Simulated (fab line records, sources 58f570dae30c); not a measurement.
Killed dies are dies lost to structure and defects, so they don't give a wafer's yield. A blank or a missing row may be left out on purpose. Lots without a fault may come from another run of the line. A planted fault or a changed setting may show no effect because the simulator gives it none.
fab line records | flow berkeley_cmos170
record lots=14 wafers=42 last_day=12
route steps=331 shown SILICIDE@212 M1@244 V1@254
lots that met no fault: from a run of the same line without faults
start_h: hours from the record's first day to the start of the lot's first wafer shown | wait_h: hours since the lot's step before | " the same as in the row above | L1.1+2: a row that stands for several wafers | - no value, or no start given | * or withheld: withheld | < > ~ a bound
route shown NAME@n: a module of which the file shows steps, and the number in the route of the first | usual: mean/standard deviation of fault-free wafers | same: alike in all rows | chamber/n: place in a boat | sites: the reading at each site | _std_site: their standard deviation | _edge_site: outer sites' mean less inner sites' | radius_mm: how far each site lies from the wafer's centre | mask NAME#n: copy n | behind: the tool/chamber that last shaped the wafer | hold: why the lot was held/for how many hours/how that ended | device: the transistor (n, p or np) that didn't switch | end of line: the same wafers' tests at the end of the route | a step without rows: its recipe alone | killed: dies lost to structure and defects at the first sort, not the wafer's yield | map: a wafer's dies, x killed, . not, _ none there
set.NAME: the setting as run; set.NAME@STEP: as run at that earlier step | model.NAME: the simulator's own value behind a step, which no gauge read
steps of the route over a sample of lots; a table a step, a row a wafer
services: from which hour (start_h, from the record's first day; less than 0 if before it) a tool's chamber was out of use, for how many hours, and why
## steps
# step UCB170_SILICIDE_RS_MEAS_02
# recipe thk_meas_gauge=four-point-probe reads=Ti_of_SILICIDE_SPUTTER_01
# usual SILICIDE_TI_RS=26.13/0.29
# columns lot.wafer tool chamber start_h wait_h SILICIDE_TI_RS[ohm/sq]
L856.2 film_metro-02 - 178.82 0.0 26.24
L856.5 " - " " 26.30
L856.6 " - " " 26.39
L854.1 film_metro-02 - 179.56 0.0 26.12
L854.2 " - " " 26.17
L854.5 " - " " 25.98
L855.4 film_metro-03 - 180.17 0.1 26.02
L855.5 " - " " 25.83
L855.6 " - " " 25.86
L859.1 film_metro-01 - 194.41 0.0 26.24
L859.5 " - " " 26.03
L859.6 " - " " 26.20
L858.1 film_metro-02 - 195.05 0.0 26.63
L858.5 " - " " 26.66
L858.6 " - " " 26.33
L861.2 film_metro-03 - 218.86 0.0 25.83
L861.3 " - " " 25.95
L861.4 " - " " 25.93
L864.2 film_metro-01 - 220.01 0.0 26.59
L864.5 " - " " 26.86
L864.6 " - " " 26.60
L865.2 film_metro-01 - 228.37 0.0 26.20
L865.3 " - " " 26.55
L865.5 " - " " 26.55
L866.3 film_metro-03 - 228.83 0.1 25.67
L866.4 " - " " 25.94
L866.5 " - " " 25.73
L867.1 film_metro-02 - 228.91 0.0 25.97
L867.3 " - " " 25.91
L867.6 " - " " 26.32
L872.1 film_metro-01 - 256.06 0.0 26.14
L872.2 " - " " 26.12
L872.5 " - " " 26.27
L873.1 film_metro-01 - 271.04 0.0 26.00
L873.3 " - " " 25.89
L873.4 " - " " 26.10
L874.3 film_metro-01 - 271.56 0.1 26.46
L874.4 " - " " 26.15
L874.5 " - " " 26.52
L875.2 film_metro-03 - 271.88 0.0 26.27
L875.3 " - " " 26.49
L875.6 " - " " 26.54
# step UCB170_M1_EXPOSE_06
# recipe mask_id=METAL1 target_cd_nm=700 na=0.5 sigma_outer=0.6 source_shape=conventional dose_mj=21
# usual exposure_dose_mJ_cm2=20.983/0.023 focus_offset_nm=0.0/0.51
# columns lot.wafer tool chamber start_h wait_h mask exposure_dose_mJ_cm2 focus_offset_nm
L856.2 krf_scanner-01 0 186.07 - METAL1#0 21.001 -0.6
L856.5 " 0 " " METAL1#0 21.016 0.2
L856.6 " 0 " " METAL1#0 21.040 -0.3
L854.1 krf_scanner-02 0 186.29 - METAL1#0 20.987 0.4
L854.2 " 0 " " METAL1#0 20.971 -0.1
L854.5 " 0 " " METAL1#0 20.993 0.4
L855.4 krf_scanner-01 0 187.26 - METAL1#0 20.998 -0.7
L855.5 " 0 " " METAL1#0 21.001 -1.1
L855.6 " 0 " " METAL1#0 21.028 0.8
L859.1 krf_scanner-02 0 202.58 - METAL1#0 20.988 -0.4
L859.5 " 0 " " METAL1#0 20.961 0.3
L859.6 " 0 " " METAL1#0 20.979 0.1
L858.1 krf_scanner-01 0 203.03 - METAL1#0 20.979 0.6
L858.5 " 0 " " METAL1#0 20.988 -0.1
L858.6 " 0 " " METAL1#0 20.990 0.6
L861.2 krf_scanner-02 0 225.46 - METAL1#0 20.994 0.4
L861.3 " 0 " " METAL1#0 20.998 -0.1
L861.4 " 0 " " METAL1#0 20.973 0.0
L864.2 krf_scanner-02 0 227.38 - METAL1#0 21.003 0.1
L864.5 " 0 " " METAL1#0 20.978 0.7
L864.6 " 0 " " METAL1#0 20.988 -0.1
L865.2 krf_scanner-02 0 234.16 - METAL1#0 20.960 0.6
L865.3 " 0 " " METAL1#0 20.999 -0.4
L865.5 " 0 " " METAL1#0 20.999 0.4
L866.3 krf_scanner-01 - 237.03 - METAL1#0 - -
L866.4 " - " " METAL1#0 - -
L866.5 " - " " METAL1#0 - -
L867.1 krf_scanner-02 - 237.27 - METAL1#0 - -
L867.3 " - " " METAL1#0 - -
L867.6 " - " " METAL1#0 - -
L872.1 krf_scanner-02 0 263.26 - METAL1#0 20.977 0.3
L872.2 " 0 " " METAL1#0 20.992 -0.2
L872.5 " 0 " " METAL1#0 20.949 -0.1
L873.1 krf_scanner-02 0 278.14 - METAL1#0 20.968 -0.6
L873.3 " 0 " " METAL1#0 20.988 -0.4
L873.4 " 0 " " METAL1#0 20.991 -0.5
L875.2 krf_scanner-01 0 280.68 - METAL1#0 21.028 0.6
L875.3 " 0 " " METAL1#0 20.997 -0.5
L875.6 " 0 " " METAL1#0 20.966 0.7
L874.3 krf_scanner-02 0 280.94 - METAL1#0 20.967 -0.6
L874.4 " 0 " " METAL1#0 21.023 -0.4
L874.5 " 0 " " METAL1#0 21.030 -1.0
# step UCB170_V1_CVD_00
# recipe material=SiO2 target_thk_nm=2000 temp_c=390 precursor=TEOS/O2 time_s=241.3 rf_w=550 pressure_mtorr=9000
# usual heater_power_w=275/54 pressure_mtorr=9002/19 rf_fwd_power_W=548.2/1.8 susceptor_temp_C=390.00/0.24
# columns lot.wafer tool chamber start_h wait_h heater_power_w pressure_mtorr rf_fwd_power_W susceptor_temp_C
L856.2 pecvd-03 1 188.33 0.0 285 9008 545.3 390.10
L856.5 " 2 " " 377 8977 548.3 389.97
L856.6 " 0 " " 266 9011 547.3 390.34
L854.1 pecvd-04 0 189.66 0.0 266 9020 547.2 389.80
L854.2 " 2 " " 280 9004 547.3 389.56
L854.5 " 0 " " 188 8979 550.4 389.91
L855.4 pecvd-03 1 189.74 0.1 254 8984 548.2 390.10
L855.5 " 2 " " 261 9004 547.6 389.87
L855.6 " 0 " " 265 9048 545.8 390.09
L858.1 pecvd-02 2 206.19 0.0 239 9017 546.1 389.64
L858.5 " 0 " " 261 9007 549.6 389.78
L858.6 " 2 " " 182 8991 543.7 389.57
L859.1 pecvd-04 0 206.19 0.0 234 8978 549.5 389.89
L859.5 " 2 " " 219 9038 549.3 390.23
L859.6 " 1 " " 275 9008 551.4 389.90
L861.2 pecvd-02 0 228.60 0.0 338 8988 549.3 389.83
L861.3 " 1 " " 250 8990 551.5 389.99
L861.4 " 0 " " 266 8993 545.9 389.93
L864.2 pecvd-03 0 229.94 0.0 316 9012 549.7 389.66
L864.5 " 0 " " 372 9021 548.7 389.83
L864.6 " 1 " " 250 8993 546.2 389.89
L865.2 pecvd-04 0 236.77 0.0 236 9025 547.8 390.26
L865.3 " 1 " " 210 8993 549.6 389.90
L865.5 " 1 " " 268 9016 549.2 389.98
L872.1 pecvd-03 2 265.54 0.0 366 8986 548.2 389.55
L872.2 " 1 " " 310 8993 549.5 390.11
L872.5 " 2 " " 265 9034 546.5 389.83
L873.1 pecvd-04 0 280.68 0.0 218 9002 546.6 390.33
L873.3 " 1 " " 245 8990 548.4 390.26
L873.4 " 1 " " 292 8989 547.9 390.32
L874.3 pecvd-03 2 283.35 0.0 327 8990 550.1 389.78
L874.4 " 0 " " 265 8995 549.0 390.16
L874.5 " 1 " " 350 8985 548.0 389.79
L875.2 pecvd-04 1 283.35 0.0 290 8999 548.7 389.90
L875.3 " 2 " " 319 9010 547.0 390.04
L875.6 " 2 " " 235 8991 547.6 390.29
# step UCB170_V1_CMP_02
# recipe material=SiO2 down_force_psi=6 platen_rpm=60 pad_velocity_m_s=0.75398
# usual motor_current_A=16.2/1.6
# columns lot.wafer tool chamber start_h wait_h motor_current_A
L856.2 cmp-02 3 188.60 0.1 16.0
L856.6 " 2 " " 17.5
L856.5 " 3 " " 15.1
L854.1 cmp-01 1 189.88 0.1 16.2
L854.2 " 3 " " 12.5
L854.5 " 1 " " 15.8
L855.4 cmp-02 0 189.93 0.1 15.1
L855.5 " 3 " " 16.3
L855.6 " 0 " " 16.0
L859.1 cmp-02 1 206.50 0.1 17.1
L859.5 " 3 " " 15.5
L859.6 " 0 " " 15.9
L858.1 cmp-01 0 206.55 0.2 16.2
L858.6 " 1 " " 16.2
L858.5 " 2 " " 18.0
L861.2 cmp-01 0 228.82 0.0 16.1
L861.4 " 2 " " 17.0
L861.3 " 3 " " 11.9
L864.2 cmp-02 1 230.15 0.0 15.4
L864.5 " 1 " " 17.2
L864.6 " 2 " " 18.6
L865.2 cmp-01 2 236.98 0.0 17.3
L865.3 " 0 " " 16.4
L865.5 " 3 " " 12.5
L872.1 cmp-01 1 265.80 0.1 16.3
L872.2 " 2 " " 18.4
L872.5 " 0 " " 16.8
L873.4 cmp-02 3 280.95 0.1 17.4
L873.1 " 0 " " 15.1
L873.3 " 1 " " 16.6
L875.2 cmp-01 3 283.66 0.1 12.4
L875.3 " 0 " " 16.8
L875.6 " 1 " " 15.7
L874.4 cmp-02 2 283.86 0.3 18.4
L874.3 " 0 " " 15.6
L874.5 " 3 " " 16.4
## services
# columns tool chamber start_h hours kind
pecvd-02 0 179.36 13.2 repair
krf_scanner-01 - 179.38 1.3 pm
pecvd-04 - 181.63 0.3 repair
krf_scanner-01 0 184.94 - calibration
pecvd-02 - 188.86 0.8 pm
cmp-01 - 196.66 2.1 repair
krf_scanner-02 - 209.98 2.9 repair
pecvd-02 - 210.53 2.4 repair
pecvd-04 - 219.88 1.8 repair
cmp-02 - 224.66 2.3 repair
krf_scanner-01 - 227.44 4.0 pm
pecvd-02 - 229.07 14.6 pm
cmp-01 - 232.00 4.0 pm
cmp-01 - 236.00 - consumable_replace:conditioner
cmp-01 - 236.00 - consumable_replace:pad
pecvd-04 - 242.50 14.0 pm
pecvd-04 0 242.50 14.0 vent_cycle
pecvd-04 1 242.50 14.0 vent_cycle
pecvd-04 2 242.50 14.0 vent_cycle
krf_scanner-02 - 246.64 1.0 pm
krf_scanner-02 - 250.82 5.5 pm
krf_scanner-01 - 268.63 1.0 pm
cmp-02 - 276.08 1.3 repair
krf_scanner-01 - 277.10 2.6 repair
## key
first_sign step=UCB170_M1_EXPOSE_06 reading=tool_record direction=missing
effect none on later readings
met_at UCB170_M1_EXPOSE_06
struck_lots L866,L867
later_rows_left_out L866.3,L866.4,L866.5,L867.1,L867.3,L867.6
sort_left_out L866.3,L866.4,L866.5,L867.1,L867.3,L867.6
not_acting_at UCB170_SILICIDE_RS_MEAS_02,UCB170_V1_CVD_00,UCB170_V1_CMP_02
onset_between 234.16 237.03
fault kind=skipped_step_whole tool=krf_scanner-01,krf_scanner-02 chamber=- onset_h=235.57 steps=UCB170_M1_EXPOSE_06 scope=struck_lots_only
# sort_left_out: the simulated sort isn't trusted on such a fault, so these wafers' sort isn't shown, and their yield isn't known
# later_rows_left_out: the simulator's readings of these wafers behind a module that went badly wrong aren't trusted and aren't shown, but for the sort
